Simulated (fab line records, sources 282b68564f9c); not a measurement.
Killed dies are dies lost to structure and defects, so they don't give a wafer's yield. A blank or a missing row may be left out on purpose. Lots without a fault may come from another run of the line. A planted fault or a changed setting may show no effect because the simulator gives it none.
fab line records | flow rit_cmos
record lots=6 wafers=18 last_day=7
route steps=202 shown SDANNEAL@153 PSD@157 NSD@158 PLDD@159 NLDD@160 SILICIDE@161 M1@202
lots that met no fault: from a run of the same line without faults
start_h: hours from the record's first day to the start of the lot's first wafer shown | wait_h: hours since the lot's step before | " the same as in the row above | L1.1+2: a row that stands for several wafers | - no value, or no start given | * or withheld: withheld | < > ~ a bound
route shown NAME@n: a module of which the file shows steps, and the number in the route of the first | usual: mean/standard deviation of fault-free wafers | same: alike in all rows | chamber/n: place in a boat | sites: the reading at each site | _std_site: their standard deviation | _edge_site: outer sites' mean less inner sites' | radius_mm: how far each site lies from the wafer's centre | mask NAME#n: copy n | behind: the tool/chamber that last shaped the wafer | hold: why the lot was held/for how many hours/how that ended | device: the transistor (n, p or np) that didn't switch | end of line: the same wafers' tests at the end of the route | a step without rows: its recipe alone | killed: dies lost to structure and defects at the first sort, not the wafer's yield | map: a wafer's dies, x killed, . not, _ none there
set.NAME: the setting as run; set.NAME@STEP: as run at that earlier step | model.NAME: the simulator's own value behind a step, which no gauge read
lots at some steps of the route; a table a step, a row a wafer
services: from which hour (start_h, from the record's first day; less than 0 if before it) a tool's chamber was out of use, for how many hours, and why
## steps
# step RIT_SDANNEAL_CLEAN_00
# recipe chemistry=SC1 mix=3:3:50 time_s=600 temp_c=75
# step RIT_SDANNEAL_CLEAN_01
# recipe chemistry=dHF dilution=50:1 time_s=30
# step RIT_SDANNEAL_CLEAN_02
# recipe chemistry=SC2 mix=3:3:50 time_s=600 temp_c=75 dry=n2_spin
# step RIT_SDANNEAL_RTA_03
# recipe temp_c=1050 time_s=5 idle_temp_c=600 ramp_up_c_per_s=342 ramp_down_c_per_s=171 cool_to_c=600 ambient=N2
# usual wafer_temp_C_max=1053.5/1.2
# columns lot.wafer tool chamber start_h wait_h wafer_temp_C_max
L342.2 rtp_anneal-01 0 85.94 0.0 1052.6
L342.3 " 0 " " 1052.9
L342.5 " 0 " " 1053.9
L347.3 rtp_anneal-02 0 111.19 0.0 1054.4
L347.5 " 0 " " 1053.7
L347.6 " 0 " " 1056.7
L350.1 rtp_anneal-01 0 129.51 0.0 1053.0
L350.3 " 0 " " 1055.1
L350.4 " 0 " " 1053.2
L352.1 rtp_anneal-01 0 139.48 0.0 1052.0
L352.3 " 0 " " 1053.9
L352.4 " 0 " " 1054.3
L355.3 rtp_anneal-02 0 151.38 0.0 1055.5
L355.5 " 0 " " 1052.6
L355.6 " 0 " " 1052.7
L357.3 rtp_anneal-02 0 165.74 0.0 1053.3
L357.5 " 0 " " 1054.5
L357.6 " 0 " " 1052.6
# step RIT_SDANNEAL_RS_MEAS_04
# recipe thk_meas_gauge=four-point-probe
# usual PSD_RS=115.8/0.33
# columns lot.wafer tool chamber start_h wait_h PSD_RS[ohm/sq]
L342.2 film_metro-01 - 86.01 0.1 115.9
L342.3 " - " " 116.1
L342.5 " - " " 115.9
L347.3 film_metro-02 - 111.27 0.1 116.2
L347.5 " - " " 116.3
L347.6 " - " " 116.6
L350.1 film_metro-01 - 129.57 0.0 115.4
L350.3 " - " " 115.1
L350.4 " - " " 115.1
L352.1 film_metro-02 - 139.54 0.0 115.9
L352.3 " - " " 115.6
L352.4 " - " " 115.7
L355.3 film_metro-02 - 151.46 0.1 115.4
L355.5 " - " " 115.5
L355.6 " - " " 115.5
L357.3 film_metro-01 - 165.82 0.1 116.0
L357.5 " - " " 116.6
L357.6 " - " " 116.1
# step RIT_SDANNEAL_RS_MEAS_05
# recipe thk_meas_gauge=four-point-probe
# usual NSD_RS=84.54/0.28
# columns lot.wafer tool chamber start_h wait_h NSD_RS[ohm/sq]
L342.2 film_metro-01 - 86.13 0.1 84.27
L342.3 " - " " 84.51
L342.5 " - " " 84.60
L347.3 film_metro-02 - 111.39 0.1 84.45
L347.5 " - " " 84.37
L347.6 " - " " 84.59
L350.1 film_metro-01 - 129.69 0.1 84.52
L350.3 " - " " 84.47
L350.4 " - " " 84.64
L352.1 film_metro-02 - 139.66 0.1 84.64
L352.3 " - " " 84.51
L352.4 " - " " 84.71
L355.3 film_metro-02 - 151.58 0.1 84.25
L355.5 " - " " 84.54
L355.6 " - " " 84.45
L357.3 film_metro-01 - 165.94 0.1 84.23
L357.5 " - " " 84.61
L357.6 " - " " 84.35
# step RIT_SDANNEAL_RS_MEAS_06
# recipe thk_meas_gauge=four-point-probe
# usual PLDD_RS=178.6/0.53
# columns lot.wafer tool chamber start_h wait_h PLDD_RS[ohm/sq]
L342.2 film_metro-01 - 86.25 0.1 178.7
L342.3 " - " " 178.1
L342.5 " - " " 178.2
L347.3 film_metro-02 - 111.51 0.1 178.8
L347.5 " - " " 178.9
L347.6 " - " " 179.5
L350.1 film_metro-01 - 129.81 0.1 178.4
L350.3 " - " " 177.7
L350.4 " - " " 178.0
L352.1 film_metro-02 - 139.78 0.1 178.2
L352.3 " - " " 178.6
L352.4 " - " " 178.1
L355.3 film_metro-02 - 151.70 0.1 178.6
L355.5 " - " " 178.5
L355.6 " - " " 178.4
L357.3 film_metro-01 - 166.06 0.1 179.3
L357.5 " - " " 179.0
L357.6 " - " " 179.3
# step RIT_SDANNEAL_RS_MEAS_07
# recipe thk_meas_gauge=four-point-probe
# usual NLDD_RS=151.6/0.58
# columns lot.wafer tool chamber start_h wait_h NLDD_RS[ohm/sq]
L342.2 film_metro-01 - 86.37 0.1 151.7
L342.3 " - " " 151.4
L342.5 " - " " 151.2
L347.3 film_metro-02 - 111.63 0.1 151.3
L347.5 " - " " 151.9
L347.6 " - " " 151.5
L350.1 film_metro-01 - 129.93 0.1 151.4
L350.3 " - " " 151.6
L350.4 " - " " 152.3
L352.1 film_metro-02 - 139.90 0.1 150.3
L352.3 " - " " 150.7
L352.4 " - " " 150.5
L355.3 film_metro-02 - 151.82 0.1 151.8
L355.5 " - " " 152.0
L355.6 " - " " 152.3
L357.3 film_metro-01 - 166.18 0.1 151.7
L357.5 " - " " 151.6
L357.6 " - " " 152.3
# step RIT_SILICIDE_WET_ETCH_00
# recipe chemistry=BOE target=SiO2 target_depth_nm=14 time_s=15 dry=n2_spin dilution=10:1 temp_c=21.5
# step RIT_SILICIDE_SPUTTER_01
# recipe material=Ti target_thk_nm=30 power_w=350 chamber_pressure_pa=0.667 gas=Ar time_s=240 substrate_temp_c=25
# usual throttle_valve_pct=30.1/0.83
# columns lot.wafer tool chamber start_h wait_h throttle_valve_pct
L342.2 pvd_sputter-02 - 86.48 0.0 30.6
L342.3 " - " " 29.5
L342.5 " - " " 32.0
L347.3 pvd_sputter-01 - 111.72 0.0 30.1
L347.5 " - " " 30.3
L347.6 " - " " 30.0
L350.1 pvd_sputter-03 - 130.06 0.0 30.9
L350.3 " - " " 29.8
L350.4 " - " " 29.3
L352.1 pvd_sputter-03 - 140.04 0.0 31.0
L352.3 " - " " 31.0
L352.4 " - " " 29.3
L355.3 pvd_sputter-01 - 151.92 0.0 30.2
L355.5 " - " " 28.5
L355.6 " - " " 30.9
L357.3 pvd_sputter-01 - 166.27 0.0 28.6
L357.5 " - " " 30.5
L357.6 " - " " 30.2
# step RIT_SILICIDE_RS_MEAS_02
# recipe thk_meas_gauge=four-point-probe reads=Ti_of_SILICIDE_SPUTTER_01
# usual SILICIDE_TI_RS=47.8/0.75
# columns lot.wafer tool chamber start_h wait_h SILICIDE_TI_RS[ohm/sq]
L342.2 film_metro-02 - 86.65 0.1 47.9
L342.3 " - " " 47.8
L342.5 " - " " 47.9
L347.3 film_metro-03 - 111.91 0.1 47.8
L347.5 " - " " 48.1
L347.6 " - " " 48.6
L350.1 film_metro-04 - 130.21 0.1 47.5
L350.3 " - " " 48.3
L350.4 " - " " 47.8
L352.1 film_metro-04 - 140.19 0.1 47.1
L352.3 " - " " 47.3
L352.4 " - " " 47.0
L355.3 film_metro-04 - 152.11 0.1 48.1
L355.5 " - " " 48.5
L355.6 " - " " 47.7
L357.3 film_metro-02 - 166.46 0.1 47.4
L357.5 " - " " 47.2
L357.6 " - " " 48.4
# step RIT_SILICIDE_THK_MEAS_03
# recipe thk_meas_gauge=xrf reads=Ti_of_SILICIDE_SPUTTER_01
# usual SILICIDE_TI_THK=30.0/0.45
# columns lot.wafer tool chamber start_h wait_h SILICIDE_TI_THK[nm]
L342.2 film_metro-02 - 86.76 0.1 30.1
L342.3 " - " " 30.2
L342.5 " - " " 30.0
L347.3 film_metro-03 - 112.01 0.1 29.9
L347.5 " - " " 29.8
L347.6 " - " " 29.6
L350.1 film_metro-04 - 130.33 0.1 30.2
L350.3 " - " " 29.7
L350.4 " - " " 30.0
L352.1 film_metro-04 - 140.31 0.1 30.4
L352.3 " - " " 30.3
L352.4 " - " " 30.4
L355.3 film_metro-04 - 152.21 0.1 29.8
L355.5 " - " " 29.4
L355.6 " - " " 29.9
L357.3 film_metro-02 - 166.56 0.1 30.3
L357.5 " - " " 30.3
L357.6 " - " " 29.9
# step RIT_SILICIDE_RTA_04
# recipe temp_c=650 time_s=10 idle_temp_c=25 ramp_up_s=5 ramp_down_s=5 cool_to_c=25 ambient=N2
# usual wafer_temp_C_max=654.1/1.4
# columns lot.wafer tool chamber start_h wait_h wafer_temp_C_max
L342.2 rtp_anneal-02 0 86.82 0.1 654.5
L342.3 " 0 " " 655.0
L342.5 " 0 " " 655.5
L347.3 rtp_anneal-01 0 112.08 0.1 652.6
L347.5 " 0 " " 652.2
L347.6 " 0 " " 653.1
L350.1 rtp_anneal-02 0 130.39 0.1 594.2
L350.3 " 0 " " 597.1
L350.4 " 0 " " 596.0
L352.1 rtp_anneal-02 0 140.37 0.1 595.3
L352.3 " 0 " " 597.1
L352.4 " 0 " " 595.7
L355.3 rtp_anneal-01 0 152.27 0.1 652.8
L355.5 " 0 " " 652.6
L355.6 " 0 " " 652.3
L357.3 rtp_anneal-01 0 166.62 0.1 653.0
L357.5 " 0 " " 651.9
L357.6 " 0 " " 652.6
# step RIT_SILICIDE_WET_ETCH_05
# recipe chemistry=SPM target=Ti temp_c=90 time_s=120 dry=n2_spin
# step RIT_M1_PROBE_99
# usual killed_at_contacts=0.1/0.34 killed_at_front_end=6.9/2.8 killed_dies=7.1/2.8 killed_open=3.4/1.9 killed_short=3.6/1.7
# same gross_dies=264 killed_at_M0_to_M3=0 killed_at_M4_up=0 killed_at_back_side=0 killed_at_other=0
# columns lot.wafer tool chamber start_h wait_h killed_at_contacts killed_at_front_end killed_dies killed_open killed_short model.etest.npoly_line.line_ohm_um model.etest.ppoly_line.line_ohm_um model.etest.ppoly_line.width_nm model.etest.npoly_line.width_nm model.etest.contact_pplus.end_ohm_um model.etest.npoly_line.rs_ohm_sq model.etest.ppoly_line.rs_ohm_sq model.etest.contact_nplus.end_ohm_um
L342.2 prober-02 - 93.42 0.1 1 4 5 2 3 174.9 168.3 98.95 98.34 42.49 17.03 16.44 40.9
L342.3 prober-02 - 93.47 0.2 0 2 2 1 1 174.4 168.4 99.05 98.48 42.67 16.91 16.37 40
L342.5 prober-02 - 93.57 0.2 0 8 8 4 4 173.2 167.3 98.93 98.38 41.54 17.06 16.54 41.88
L347.3 prober-01 - 118.91 0.2 0 8 8 6 2 165.8 159.6 102.4 102.1 43.48 16.94 16.46 42.41
L347.5 prober-01 - 119.01 0.2 0 7 7 4 3 165.7 159.9 102.7 102.8 43.96 17.01 16.44 41.21
L347.6 prober-01 - 119.06 0.2 0 10 10 6 4 165.2 158.9 103.9 103.3 42.58 17.06 16.64 42.36
L350.1 prober-02 - 137.26 0.1 0 6 6 2 4 239.5 224.3 112.3 111.3 34.29 26.57 25.37 33.12
L350.3 prober-02 - 137.36 0.2 0 4 4 1 3 232.6 217.7 115.6 114.7 34.27 26.55 25.2 32.94
L350.4 prober-02 - 137.41 0.2 0 6 6 2 4 236.7 226.4 112.7 112.4 34.5 26.8 25.39 33.36
L352.1 prober-02 - 147.65 0.1 0 5 5 3 2 257.4 244.5 106 105.6 32.42 27.05 25.77 33.52
L352.3 prober-02 - 147.75 0.2 0 4 4 1 3 253.4 238.2 107.9 106.3 33.32 27.18 25.91 32.62
L352.4 prober-02 - 147.80 0.2 1 3 4 2 2 259.4 240 106.3 105.5 33.35 27.15 25.8 33.64
L355.3 prober-02 - 159.01 0.2 0 12 12 7 5 174 167 98.49 97.36 43.16 17.14 16.52 41.13
L355.5 prober-02 - 159.11 0.2 0 5 5 2 3 173.3 164.8 99.21 99.11 41.69 17.19 16.52 41.45
L355.6 prober-02 - 159.16 0.2 0 12 12 10 2 175.1 168.1 98.99 98.64 43.08 17.1 16.5 42.39
L357.3 prober-02 - 173.38 0.2 0 10 10 5 5 170.7 165 99.87 98.83 46.01 16.87 16.35 42.36
L357.5 prober-02 - 173.48 0.2 1 9 10 5 5 171.8 164.5 99.01 97.56 44.56 16.88 16.36 41.02
L357.6 prober-02 - 173.53 0.2 0 9 9 6 3 178.3 170.1 97.76 96.68 43.06 17.08 16.66 40.44
# killed by level:class
L342.2 REOX:geometric_particle:open=2 FOX1:geometric_particle:short=1 SPACER:geometric_particle:short=1 CONTACT:geometric_particle:short=1
L342.3 FOX1:geometric_particle:open=1 FOX1:geometric_particle:short=1
L342.5 FOX1:geometric_particle:short=2 SPACER:geometric_particle:open=2 FOX1:geometric_particle:open=1 FOX2:geometric_particle:short=1 GATE:geometric_particle:open=1 GATE:geometric_particle:short=1
L347.3 FOX2:geometric_particle:open=2 SILICIDE:geometric_particle:open=2 GATE:geometric_particle:short=1 GATE:geometric_particle:open=1 SPACER:geometric_particle:open=1 SILICIDE:geometric_particle:short=1
L347.5 GATE:geometric_particle:short=2 SILICIDE:geometric_particle:open=2 FOX2:geometric_particle:open=1 GATE:geometric_particle:open=1 SILICIDE:geometric_particle:short=1
L347.6 GATE:geometric_particle:open=2 REOX:geometric_particle:short=2 SILICIDE:geometric_particle:open=2 FOX1:geometric_particle:open=1 FOX2:geometric_particle:short=1 SPACER:geometric_particle:open=1 SPACER:geometric_particle:short=1
L350.1 SPACER:geometric_particle:short=2 GATE:geometric_particle:open=1 REOX:geometric_particle:short=1 SPACER:geometric_particle:open=1 SILICIDE:geometric_particle:short=1
L350.3 FOX2:geometric_particle:short=2 GATE:geometric_particle:short=1 REOX:geometric_particle:open=1
L350.4 SILICIDE:geometric_particle:short=2 FOX1:geometric_particle:open=1 GATE:geometric_particle:short=1 GATE:geometric_particle:open=1 SPACER:geometric_particle:short=1
L352.1 FOX1:geometric_particle:short=2 SPACER:geometric_particle:open=2 GATE:geometric_particle:open=1
L352.3 FOX1:geometric_particle:short=1 GATE:geometric_particle:short=1 GATE:geometric_particle:open=1 SILICIDE:geometric_particle:short=1
L352.4 FOX2:geometric_particle:open=1 GATE:geometric_particle:open=1 SILICIDE:geometric_particle:short=1 CONTACT:geometric_particle:short=1
L355.3 GATE:geometric_particle:open=5 GATE:geometric_particle:short=3 SPACER:geometric_particle:open=2 REOX:geometric_particle:short=1 SPACER:geometric_particle:short=1
L355.5 FOX1:geometric_particle:short=2 ACTIVE:geometric_particle:open=1 GATE:geometric_particle:open=1 SPACER:geometric_particle:short=1
L355.6 GATE:geometric_particle:open=4 SILICIDE:geometric_particle:open=3 FOX1:geometric_particle:open=1 GATE:geometric_particle:short=1 REOX:geometric_particle:open=1 SPACER:geometric_particle:short=1 SPACER:geometric_particle:open=1
L357.3 GATE:geometric_particle:short=3 GATE:geometric_particle:open=2 SILICIDE:geometric_particle:open=2 FOX1:geometric_particle:short=1 SPACER:geometric_particle:open=1 SILICIDE:geometric_particle:short=1
L357.5 GATE:geometric_particle:open=4 FOX2:geometric_particle:short=2 GATE:geometric_particle:short=1 SPACER:geometric_particle:short=1 SILICIDE:geometric_particle:open=1 CONTACT:geometric_particle:short=1
L357.6 GATE:geometric_particle:open=4 GATE:geometric_particle:short=2 REOX:geometric_particle:open=1 SILICIDE:geometric_particle:open=1 SILICIDE:geometric_particle:short=1
## services
# columns tool chamber start_h hours kind
pvd_sputter-03 - 69.20 2.3 repair
rtp_anneal-02 - 160.64 4.9 pm
## key
first_sign step=RIT_SILICIDE_RTA_04 reading=wafer_temp_C_max direction=down sigmas=41 usual=* struck=*
effect none on later readings
model_effect step=RIT_M1_PROBE_99 value=etest.npoly_line.line_ohm_um without=171.8 struck=246.5
met_at RIT_SILICIDE_RTA_04
struck_wafers L350.1,L350.3,L350.4,L352.1,L352.3,L352.4
tester_left_out L350,L352
onset_between 86.82 130.39
fault kind=process_parameter_drift tool=rtp_anneal-02 chamber=- onset_h=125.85 steps=RIT_SILICIDE_RTA_04 channel=temp_c offset=* shape=step end_h=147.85 acts_in=* stated=*
# tester_left_out: of these lots the tester's yield and bins aren't shown, on N5 and GAA mostly nor the transistor test; their killed dies are dies lost to structure and defects alone, not to doping, threshold or leakage, so they don't give the yield
